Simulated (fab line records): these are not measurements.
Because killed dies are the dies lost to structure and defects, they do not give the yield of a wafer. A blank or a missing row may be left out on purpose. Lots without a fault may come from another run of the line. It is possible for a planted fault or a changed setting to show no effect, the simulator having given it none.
Which tool was responsible? :: flow berkeley_cmos170 :: Sampling: 15 lots, 45 wafers, 6 of 331 route steps

== WHAT THE GAUGES READ, wafer by wafer ==
UCB170_SDANNEAL_RS_MEAS_02: the measuring method here is four-point-probe. Usual: PSD_RS 75.5 ohm/sq, standard deviation 0.3.
lot: L587
measured: day 9 04:21
on: film_metro-02
PSD_RS (ohm/sq): 75.2 75.3 74.9
flag: 

lot: L582
measured: day 9 04:28
on: film_metro-04
PSD_RS (ohm/sq): 75.5 75.5 75.5
flag: 

lot: L584
measured: day 9 04:28
on: film_metro-01
PSD_RS (ohm/sq): 75.6 75.6 75.3
flag: 

lot: L583
measured: day 9 04:55
on: film_metro-01
PSD_RS (ohm/sq): 76.1 76.0 76.1
flag: 

lot: L588
measured: day 9 05:15
on: film_metro-04
PSD_RS (ohm/sq): 75.9 75.6 76.0
flag: 

lot: L589
measured: day 9 05:18
on: film_metro-02
PSD_RS (ohm/sq): 75.6 74.9 75.6
flag: 

lot: L591
measured: day 9 17:41
on: film_metro-01
PSD_RS (ohm/sq): 75.7 75.2 75.5
flag: 

lot: L592
measured: day 10 10:34
on: film_metro-01
PSD_RS (ohm/sq): 75.4 75.8 75.7
flag: 

lot: L594
measured: day 10 10:52
on: film_metro-02
PSD_RS (ohm/sq): 75.5 75.2 75.4
flag: 

lot: L593
measured: day 10 19:36
on: film_metro-02
PSD_RS (ohm/sq): 75.9 75.9 75.6
flag: 

lot: L596
measured: day 10 20:29
on: film_metro-02
PSD_RS (ohm/sq): 75.4 76.1 75.3
flag: 

lot: L599
measured: day 11 22:59
on: film_metro-04
PSD_RS (ohm/sq): 75.6 75.6 75.5
flag: 

lot: L602
measured: day 11 23:15
on: film_metro-01
PSD_RS (ohm/sq): 75.6 74.9 75.4
flag: 

lot: L600
measured: day 12 01:13
on: film_metro-02
PSD_RS (ohm/sq): 75.4 75.3 75.1
flag: 

lot: L603
measured: day 12 01:41
on: film_metro-02
PSD_RS (ohm/sq): 75.1 75.0 75.0
flag: 

UCB170_M2_RS_MEAS_02: the measuring method here is four-point-probe. Usual: M2_AL_RS 0.0320 ohm/sq, standard deviation 0.00032.
lot: L587
measured: day 9 15:22
on: film_metro-03
M2_AL_RS (ohm/sq): 0.0320 0.0319 0.0319
flag: 

lot: L582
measured: day 9 21:23
on: film_metro-03
M2_AL_RS (ohm/sq): 0.0313 0.0313 0.0314
flag: 

lot: L584
measured: day 9 21:23
on: film_metro-04
M2_AL_RS (ohm/sq): 0.0315 0.0320 0.0320
flag: 

lot: L583
measured: day 9 22:05
on: film_metro-03
M2_AL_RS (ohm/sq): 0.0323 0.0322 0.0323
flag: 

lot: L588
measured: day 9 21:54
on: film_metro-04
M2_AL_RS (ohm/sq): 0.0321 0.0319 0.0322
flag: 

lot: L589
measured: day 9 22:38
on: film_metro-03
M2_AL_RS (ohm/sq): 0.0324 0.0323 0.0330
flag: 

lot: L591
measured: day 10 11:05
on: film_metro-03
M2_AL_RS (ohm/sq): 0.0321 0.0322 0.0323
flag: 

lot: L592
measured: day 10 23:43
on: film_metro-03
M2_AL_RS (ohm/sq): 0.0318 0.0320 0.0321
flag: 

lot: L594
measured: day 11 00:59
on: film_metro-03
M2_AL_RS (ohm/sq): - - -
flag: OFF

lot: L593
measured: day 11 08:11
on: film_metro-03
M2_AL_RS (ohm/sq): - - -
flag: OFF

lot: L596
measured: day 11 08:20
on: film_metro-01
M2_AL_RS (ohm/sq): - - -
flag: OFF

lot: L599
measured: day 12 10:17
on: film_metro-04
M2_AL_RS (ohm/sq): 0.0317 0.0317 0.0315
flag: 

lot: L602
measured: day 12 11:44
on: film_metro-01
M2_AL_RS (ohm/sq): 0.0321 0.0326 0.0321
flag: 

lot: L600
measured: day 12 14:59
on: film_metro-01
M2_AL_RS (ohm/sq): 0.0315 0.0314 0.0315
flag: 

lot: L603
measured: day 12 14:43
on: film_metro-01
M2_AL_RS (ohm/sq): 0.0318 0.0320 0.0320
flag: 

UCB170_M2_THK_MEAS_03: measures by xrf. Usual: M2_AL_THK 918 nm, standard deviation 9.8.
lot: L587
measured: day 9 15:28
on: film_metro-03
M2_AL_THK (nm): 923 921 924
flag: 

lot: L582
measured: day 9 21:29
on: film_metro-03
M2_AL_THK (nm): 940 937 934
flag: 

lot: L584
measured: day 9 21:29
on: film_metro-04
M2_AL_THK (nm): 933 913 923
flag: 

lot: L583
measured: day 9 22:12
on: film_metro-03
M2_AL_THK (nm): 913 914 906
flag: 

lot: L588
measured: day 9 22:01
on: film_metro-04
M2_AL_THK (nm): 918 912 907
flag: 

lot: L589
measured: day 9 22:46
on: film_metro-03
M2_AL_THK (nm): 909 909 894
flag: 

lot: L591
measured: day 10 11:11
on: film_metro-03
M2_AL_THK (nm): 917 914 912
flag: 

lot: L592
measured: day 10 23:50
on: film_metro-03
M2_AL_THK (nm): 922 924 914
flag: 

lot: L594
measured: day 11 01:07
on: film_metro-03
M2_AL_THK (nm): <0 <0 <0
flag: OFF

lot: L593
measured: day 11 08:17
on: film_metro-03
M2_AL_THK (nm): <0 <0 <0
flag: OFF

lot: L596
measured: day 11 08:28
on: film_metro-01
M2_AL_THK (nm): <0 <0 <0
flag: OFF

lot: L599
measured: day 12 10:23
on: film_metro-04
M2_AL_THK (nm): 930 924 934
flag: 

lot: L602
measured: day 12 11:52
on: film_metro-01
M2_AL_THK (nm): 918 904 911
flag: 

lot: L600
measured: day 12 15:05
on: film_metro-01
M2_AL_THK (nm): 935 932 936
flag: 

lot: L603
measured: day 12 14:49
on: film_metro-01
M2_AL_THK (nm): 917 919 916
flag: 

UCB170_M2_CD_MEAS_15: target cd 700 nm. Usual: cd_nm 699.9 nm, standard deviation 1.7.
lot: L587
measured: day 9 17:19
on: cd_sem-01
cd_nm (nm): 701.6 701.6 700.3
flag: 

lot: L582
measured: day 10 01:30
on: cd_sem-02
cd_nm (nm): 700.3 701.6 700.9
flag: 

lot: L584
measured: day 10 00:50
on: cd_sem-02
cd_nm (nm): 699.1 699.1 699.6
flag: 

lot: L583
measured: day 10 01:55
on: cd_sem-01
cd_nm (nm): 703.1 701.2 700.9
flag: 

lot: L588
measured: day 10 01:37
on: cd_sem-02
cd_nm (nm): 701.4 698.7 698.8
flag: 

lot: L589
measured: day 10 02:17
on: cd_sem-01
cd_nm (nm): 700.5 701.5 699.6
flag: 

lot: L591
measured: day 10 12:52
on: cd_sem-02
cd_nm (nm): 702.9 702.0 702.4
flag: 

lot: L592
measured: day 11 01:55
on: cd_sem-02
cd_nm (nm): 696.0 696.5 694.4
flag: 

lot: L594
measured: day 11 03:19
on: cd_sem-01
cd_nm (nm): 699.2 699.7 699.7
flag: 

lot: L593
measured: day 11 10:40
on: cd_sem-02
cd_nm (nm): 700.0 701.1 699.6
flag: 

lot: L596
measured: day 11 11:04
on: cd_sem-01
cd_nm (nm): 702.4 703.0 701.3
flag: 

lot: L599
measured: day 12 12:02
on: cd_sem-01
cd_nm (nm): 699.6 699.0 699.5
flag: 

lot: L602
measured: day 12 13:49
on: cd_sem-02
cd_nm (nm): 698.0 698.4 699.2
flag: 

lot: L600
measured: day 12 17:41
on: cd_sem-01
cd_nm (nm): 700.4 700.8 701.5
flag: 

lot: L603
measured: day 12 17:25
on: cd_sem-02
cd_nm (nm): 701.5 701.0 699.9
flag: 

== TOOL THAT RAN EACH LOT (tool first, then ch and the chambers of the sampled wafers, then the start) ==
lot: L587
UCB170_M1_STRIP_13: plasma_asher-02 ch 0,1, day 9 11:19
UCB170_M2_SPUTTER_01: pvd_sputter-02, day 9 15:14

lot: L582
UCB170_M1_STRIP_13: plasma_asher-01 ch 0,1, day 9 15:17
UCB170_M2_SPUTTER_01: pvd_sputter-04, day 9 21:16

lot: L584
UCB170_M1_STRIP_13: plasma_asher-02 ch 0,1, day 9 15:02
UCB170_M2_SPUTTER_01: pvd_sputter-02, day 9 21:16

lot: L583
UCB170_M1_STRIP_13: plasma_asher-03 ch 0, day 9 15:11
UCB170_M2_SPUTTER_01: pvd_sputter-02, day 9 21:59

lot: L588
UCB170_M1_STRIP_13: plasma_asher-01 ch 0,1, day 9 15:44
UCB170_M2_SPUTTER_01: pvd_sputter-04, day 9 21:49

lot: L589
UCB170_M1_STRIP_13: plasma_asher-03 ch 0,1, day 9 15:33
UCB170_M2_SPUTTER_01: pvd_sputter-03, day 9 22:34

lot: L591
UCB170_M1_STRIP_13: plasma_asher-03 ch 0,1, day 10 06:38
UCB170_M2_SPUTTER_01: pvd_sputter-04, day 10 10:58

lot: L592
UCB170_M1_STRIP_13: plasma_asher-03 ch 0,1, day 10 19:34
UCB170_M2_SPUTTER_01: pvd_sputter-03, day 10 23:38

lot: L594
UCB170_M1_STRIP_13: plasma_asher-01 ch 0,1, day 10 19:39
UCB170_M2_SPUTTER_01: pvd_sputter-02, day 11 00:55

lot: L593
UCB170_M1_STRIP_13: plasma_asher-01 ch 0, day 11 02:22
UCB170_M2_SPUTTER_01: pvd_sputter-04, day 11 08:04

lot: L596
UCB170_M1_STRIP_13: plasma_asher-01 ch 0,1, day 11 03:16
UCB170_M2_SPUTTER_01: pvd_sputter-03, day 11 08:16

lot: L599
UCB170_M1_STRIP_13: plasma_asher-02 ch 0,1, day 12 05:53
UCB170_M2_SPUTTER_01: pvd_sputter-02, day 12 10:11

lot: L602
UCB170_M1_STRIP_13: plasma_asher-01 ch 0,1, day 12 07:39
UCB170_M2_SPUTTER_01: pvd_sputter-04, day 12 11:40

lot: L600
UCB170_M1_STRIP_13: plasma_asher-02 ch 0,1, day 12 09:43
UCB170_M2_SPUTTER_01: pvd_sputter-04, day 12 14:52

lot: L603
UCB170_M1_STRIP_13: plasma_asher-03 ch 0,1, day 12 09:59
UCB170_M2_SPUTTER_01: pvd_sputter-02, day 12 14:35
- UCB170_M1_STRIP_13: strips in O2.
- UCB170_M2_SPUTTER_01: material Al, target thk 900 nm, time 120 s.

== WHAT THE TOOLS THEMSELVES READ (means of the sampled wafers that have a number; where no wafer has one, the mark that the record gives instead) ==
UCB170_M1_STRIP_13. Usual: drypump_motor_current_A 5.9 A, standard deviation 0.36; o2_flow_sccm 400.2 sccm, standard deviation 1.3; oes_product_au 0.720 a.u., standard deviation 0.0048.
lot: L587
tool: plasma_asher-02
drypump_motor_current_A (A): 6.2
o2_flow_sccm (sccm): 400.2
oes_product_au (a.u.): 0.719
flag: 

lot: L582
tool: plasma_asher-01
drypump_motor_current_A (A): 6.0
o2_flow_sccm (sccm): 399.4
oes_product_au (a.u.): 0.714
flag: 

lot: L584
tool: plasma_asher-02
drypump_motor_current_A (A): 6.2
o2_flow_sccm (sccm): 399.2
oes_product_au (a.u.): 0.719
flag: 

lot: L583
tool: plasma_asher-03
drypump_motor_current_A (A): 5.3
o2_flow_sccm (sccm): 400.2
oes_product_au (a.u.): 0.721
flag: 

lot: L588
tool: plasma_asher-01
drypump_motor_current_A (A): 6.0
o2_flow_sccm (sccm): 399.6
oes_product_au (a.u.): 0.722
flag: 

lot: L589
tool: plasma_asher-03
drypump_motor_current_A (A): 5.4
o2_flow_sccm (sccm): 400.4
oes_product_au (a.u.): 0.720
flag: 

lot: L591
tool: plasma_asher-03
drypump_motor_current_A (A): 5.4
o2_flow_sccm (sccm): 400.7
oes_product_au (a.u.): 0.719
flag: 

lot: L592
tool: plasma_asher-03
drypump_motor_current_A (A): 5.3
o2_flow_sccm (sccm): 400.7
oes_product_au (a.u.): 0.719
flag: 

lot: L594
tool: plasma_asher-01
drypump_motor_current_A (A): 6.0
o2_flow_sccm (sccm): 400.2
oes_product_au (a.u.): 0.720
flag: 

lot: L593
tool: plasma_asher-01
drypump_motor_current_A (A): 6.0
o2_flow_sccm (sccm): 399.1
oes_product_au (a.u.): 0.719
flag: 

lot: L596
tool: plasma_asher-01
drypump_motor_current_A (A): 6.0
o2_flow_sccm (sccm): 399.6
oes_product_au (a.u.): 0.717
flag: 

lot: L599
tool: plasma_asher-02
drypump_motor_current_A (A): 6.0
o2_flow_sccm (sccm): 401.1
oes_product_au (a.u.): 0.719
flag: 

lot: L602
tool: plasma_asher-01
drypump_motor_current_A (A): 6.1
o2_flow_sccm (sccm): 400.2
oes_product_au (a.u.): 0.720
flag: 

lot: L600
tool: plasma_asher-02
drypump_motor_current_A (A): 6.2
o2_flow_sccm (sccm): 401.1
oes_product_au (a.u.): 0.718
flag: 

lot: L603
tool: plasma_asher-03
drypump_motor_current_A (A): 5.3
o2_flow_sccm (sccm): 399.4
oes_product_au (a.u.): 0.723
flag: 

UCB170_M2_SPUTTER_01. Usual: cathode_dc_power_W 5999.9 W, standard deviation 0.89; chamber_pressure_pa 0.4999 Pa, standard deviation 0.001; throttle_valve_pct 29.3 %, standard deviation 1.4.
lot: L587
tool: pvd_sputter-02
cathode_dc_power_W (W): 5999.5
chamber_pressure_pa (Pa): 0.4998
throttle_valve_pct (%): 28.8
flag: 

lot: L582
tool: pvd_sputter-04
cathode_dc_power_W (W): 6000.0
chamber_pressure_pa (Pa): 0.4996
throttle_valve_pct (%): 29.3
flag: 

lot: L584
tool: pvd_sputter-02
cathode_dc_power_W (W): 6000.0
chamber_pressure_pa (Pa): 0.5001
throttle_valve_pct (%): 29.3
flag: 

lot: L583
tool: pvd_sputter-02
cathode_dc_power_W (W): 5999.7
chamber_pressure_pa (Pa): 0.5000
throttle_valve_pct (%): 28.4
flag: 

lot: L588
tool: pvd_sputter-04
cathode_dc_power_W (W): 6000.0
chamber_pressure_pa (Pa): 0.5001
throttle_valve_pct (%): 29.1
flag: 

lot: L589
tool: pvd_sputter-03
cathode_dc_power_W (W): 5999.6
chamber_pressure_pa (Pa): 0.5000
throttle_valve_pct (%): 28.7
flag: 

lot: L591
tool: pvd_sputter-04
cathode_dc_power_W (W): 6001.0
chamber_pressure_pa (Pa): 0.4991
throttle_valve_pct (%): 29.2
flag: 

lot: L592
tool: pvd_sputter-03
cathode_dc_power_W (W): 5999.3
chamber_pressure_pa (Pa): 0.4996
throttle_valve_pct (%): 30.0
flag: 

lot: L594
tool: pvd_sputter-02
cathode_dc_power_W (W): -
chamber_pressure_pa (Pa): -
throttle_valve_pct (%): -
flag: OFF

lot: L593
tool: pvd_sputter-04
cathode_dc_power_W (W): -
chamber_pressure_pa (Pa): -
throttle_valve_pct (%): -
flag: OFF

lot: L596
tool: pvd_sputter-03
cathode_dc_power_W (W): -
chamber_pressure_pa (Pa): -
throttle_valve_pct (%): -
flag: OFF

lot: L599
tool: pvd_sputter-02
cathode_dc_power_W (W): 6000.7
chamber_pressure_pa (Pa): 0.4990
throttle_valve_pct (%): 29.8
flag: 

lot: L602
tool: pvd_sputter-04
cathode_dc_power_W (W): 5999.8
chamber_pressure_pa (Pa): 0.4998
throttle_valve_pct (%): 28.5
flag: 

lot: L600
tool: pvd_sputter-04
cathode_dc_power_W (W): 5999.7
chamber_pressure_pa (Pa): 0.5001
throttle_valve_pct (%): 27.7
flag: 

lot: L603
tool: pvd_sputter-02
cathode_dc_power_W (W): 5998.9
chamber_pressure_pa (Pa): 0.4998
throttle_valve_pct (%): 29.8
flag: 

== THE ANSWER, worked out from the rows above alone ==
Rule: a lot is off if the mean of its wafers that have a number lies more than 3 standard deviations from the usual mean. A lot without any number at a reading at which 4 lots or more have one is off too. Any other lot the step has rows for is counted as sound. The gauges are gone through in route order, then the tools' own readings, and for those a lot's mean is taken as printed above. At the first step where some lot is off, the reading lying furthest off is the one used; lots without a number count as furthest.
Off: L594, L593, L596, seen at UCB170_M2_RS_MEAS_02 (M2_AL_RS). Without a number there: L594, L593, L596.
If a tool, at a process step before that reading, ran all the lots that are off and no sound lot after the first of them, it fits. The gauges at UCB170_M2_RS_MEAS_02 aren't tried: what is off there is off at UCB170_M2_SPUTTER_01 too, on other tools, and a gauge's error can't cause that. Not one of the candidates tried fits.

== WHAT THE SIMULATOR HAD PUT IN ==
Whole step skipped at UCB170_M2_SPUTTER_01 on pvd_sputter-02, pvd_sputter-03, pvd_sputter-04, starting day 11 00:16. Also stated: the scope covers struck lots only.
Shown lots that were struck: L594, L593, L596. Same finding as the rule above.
